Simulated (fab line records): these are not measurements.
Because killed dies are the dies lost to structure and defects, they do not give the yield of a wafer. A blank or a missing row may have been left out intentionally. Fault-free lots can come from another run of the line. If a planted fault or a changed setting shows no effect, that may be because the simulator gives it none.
A struck lot beside a sound one / flow berkeley cmos170 / 24 steps out of a route of 331
Sound: the wafers L147.1, L147.2, L147.4. Wafers L152.1, L152.5, L152.6 were the ones struck. The cause is named last.
Per side, at each step with rows, come the tool, then ch with its chambers, and then its first start. Under that, the readings that differ: sound wafers / struck wafers / difference of the means / sigmas: that difference in standard deviations of wafers without a fault.
alike: words and numbers the same on both sides, and readings whose means are apart by under 2 such deviations; not compared: readings that were withheld, readings missing a value for some wafer, numbers with overlapping values and no deviation given by the record, and bounds like >300 which may hide the same value.
A row with sigmas, a row that says differs or no value, or rows on one side alone: a step with any of these is where the two part. Non-overlapping numbers with no deviation appear without sigmas and do not part them. A reading that every wafer of one side lacks parts them only if that side has two wafers or more.

first, 4 steps without rows for these wafers: UCB170_PWELL_WET_ETCH_19 (etches Si3N4 in H3PO4, time 14400 s); UCB170_PWELL_WET_ETCH_20 (etches SiO2 in BOE, time 22 s); UCB170_WELLDRIVE_CLEAN_00 (cleans in SPM, time 600 s); UCB170_WELLDRIVE_OXIDATION_01 (target thk 199 nm, ox time 9000 s).
UCB170_WELLDRIVE_THK_MEAS_02:
  sound on film metro-03 at day 3 14:47; struck on film metro-03 at day 4 08:05
  alike: WELLDRIVE_OXIDE_THK
then, 5 steps without rows for these wafers: UCB170_WELLDRIVE_ANNEAL_03 (time 900 s); UCB170_WELLDRIVE_WET_ETCH_04 (etches SiO2 in BOE, time 120 s); UCB170_ACTIVE_CLEAN_00 (cleans in SPM, time 600 s); UCB170_ACTIVE_CLEAN_01 (cleans in dHF, time 60 s); UCB170_ACTIVE_OXIDATION_02 (target thk 26.4 nm, ox time 1260 s).
UCB170_ACTIVE_THK_MEAS_03:
  sound on film metro-04 at day 3 22:38; struck on film metro-02 at day 4 16:08
  alike: ACTIVE_OXIDE_THK
then, 1 step without rows for these wafers: UCB170_ACTIVE_ANNEAL_04 (time 900 s).
UCB170_ACTIVE_CVD_05: deposits Si3N4 from SiH2Cl2/NH3, target thk 220 nm, time 3300 s.
  sound on lpcvd-02 ch 0, day 4 02:44; struck on lpcvd-02 ch 1, day 4 22:34
  alike: spike tc centre C, spike tc source C
UCB170_ACTIVE_THK_MEAS_06:
  sound on film metro-04 at day 4 04:42; struck on film metro-02 at day 5 00:29
reading=ACTIVE_NITRIDE_THK (nm); sound=220.9 218.8 218.9; struck=439.6 439.8 439.7; difference=+220.2; sigmas=+99 or more
then, 6 steps without rows for these wafers: UCB170_ACTIVE_HMDS_07 (prime time 60 s); UCB170_ACTIVE_COAT_08 (resist thk 900 nm); UCB170_ACTIVE_SOFTBAKE_09 (time 60 s); UCB170_ACTIVE_EXPOSE_10 (exposes mask ACTIVE, target cd 1200 nm); UCB170_ACTIVE_PEB_11; UCB170_ACTIVE_DEVELOP_12 (develop time 45 s).
UCB170_ACTIVE_CD_MEAS_13 targets a cd of 1200 nm.
  sound on cd sem-01 at day 4 05:48; struck on cd sem-02 at day 5 01:55
  alike: cd nm
UCB170_ACTIVE_OVL_MEAS_14:
  sound on overlay-01 at day 4 05:55; struck on overlay-02 at day 5 02:02
  alike: ACTIVE_OVL
UCB170_ACTIVE_ETCH_15: etches Si3N4 in CH3F/Ar/O2, stops on SiO2, target depth 242 nm, time 151 s.
  sound on rie diel-02 ch 0,1,3, day 4 05:57; struck on rie diel-04 ch 0,1, day 5 02:04
reading=model.etch.depth nm (nm); sound=220.9 218.8 219; struck=237.8 242.1 236.5; difference=+19.2; sigmas=
  alike: drypump motor current A, oes product au, throttle valve pct
  not compared: rf hours counter h
UCB170_ACTIVE_STRIP_16: strips in O2.
  sound on plasma asher-03 ch 0,1, day 4 06:03; struck on plasma asher-03 ch 0,1, day 5 02:10
  alike: drypump motor current A, oes product au, strip time to endpoint s
  not compared: rf hours counter h

== WHERE THEY PART ==
At UCB170_ACTIVE_THK_MEAS_06 and nowhere else, as far as this record goes. Later steps at which nothing parts them and some readings are alike: UCB170_ACTIVE_CD_MEAS_13, UCB170_ACTIVE_OVL_MEAS_14, UCB170_ACTIVE_ETCH_15, UCB170_ACTIVE_STRIP_16.

WHY: what had been put in by the simulator
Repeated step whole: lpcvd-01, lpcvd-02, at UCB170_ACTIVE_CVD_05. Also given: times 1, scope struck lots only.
